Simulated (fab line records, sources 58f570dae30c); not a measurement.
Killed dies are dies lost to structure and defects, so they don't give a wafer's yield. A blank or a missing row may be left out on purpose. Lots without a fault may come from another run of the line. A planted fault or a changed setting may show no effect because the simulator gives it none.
One fault seen from 2 desks | flow berkeley_cmos170 | each desk has only its own numbers; what lay behind them comes last

THE METROLOGY DESK
What the gauges read, lot by lot, whatever tool the lot ran on: means of the sampled wafers that have a number. A lot is out of limits, marked OUT, if its mean lies more than 4 standard deviations from the usual mean; the brackets give that distance.
Columns: A = NWELL_TW at UCB170_NWELL_TW_MEAS_16, usual 1243; B = NVT_TW at UCB170_NVT_TW_MEAS_09, usual 524
lot  | first seen here | A    | B
L343 | day 2 09:21     | 1242 | 517
L344 | day 2 12:03     | 1234 | 516
L345 | day 2 17:53     | 1236 | 519
L347 | day 3 05:59     | 1236 | 519
L348 | day 3 12:04     | 1233 | 537
L349 | day 3 20:37     | 1239 | 522
L352 | day 4 13:22     | 1234 | 488 (-4.7) OUT
L356 | day 5 01:28     | 1232 | 500
L360 | day 6 03:50     | 1237 | 521
L361 | day 6 06:19     | 1232 | 530
L362 | day 6 15:11     | 1241 | 530
L363 | day 6 18:02     | 1274 | 519
L364 | day 7 00:11     | 1229 | 535
L365 | day 7 02:53     | 1245 | 536
This desk's finding: out of limits on L352; first on L352, day 7 19:45 (NVT_TW at UCB170_NVT_TW_MEAS_09). In limits: L343, L344, L345, L347, L348, L349, L356, L360, L361, L362, L363, L364, L365.

THE TOOL OWNER'S DESK: implanter-02
The tool's own readings at UCB170_NVT_IMPLANT_07: means of the sampled wafers that have a number, for each lot that ran on this tool. A lot is out of limits, marked OUT, if its mean lies more than 4 standard deviations from the usual mean; the brackets give that distance.
Columns: A = dose_ions_cm2 at UCB170_NVT_IMPLANT_07, usual 3.001e+12; B = faraday_current_uA at UCB170_NVT_IMPLANT_07, usual 9.52
lot  | first seen here | A                           | B
L345 | day 5 21:37     | 3.003e+12                   | 9.67
L347 | day 6 06:14     | 2.999e+12                   | 9.40
L348 | day 6 15:58     | 3.001e+12                   | 9.33
L352 | day 7 19:31     | 2.409e+12 (-99 or more) OUT | 7.65 (-8.9) OUT
L356 | day 8 05:38     | 2.410e+12 (-99 or more) OUT | 7.66 (-8.8) OUT
This desk's finding: out of limits on L352, L356; first on L352, day 7 19:31 (dose_ions_cm2 at UCB170_NVT_IMPLANT_07). In limits: L345, L347, L348.

PUT TOGETHER
The tool owner's desk could have raised an alarm at day 7 19:31, on L352, L356.
The metrology desk could have raised an alarm at day 7 19:45, on L352.
The metrology desk has L356 on record, within its limits.
Of the lots named, all ran UCB170_NVT_IMPLANT_07 on implanter-02.

WHAT THE SIMULATOR HAD PUT IN
Process parameter drift: implanter-02, from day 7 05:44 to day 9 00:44, at UCB170_NVT_IMPLANT_07. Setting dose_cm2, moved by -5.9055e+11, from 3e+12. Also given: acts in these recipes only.
Lots struck among those shown: L352, L356.
Hours from the fault's start to each desk's first reading out of limits: the tool owner's desk, 14; the metrology desk, 14.
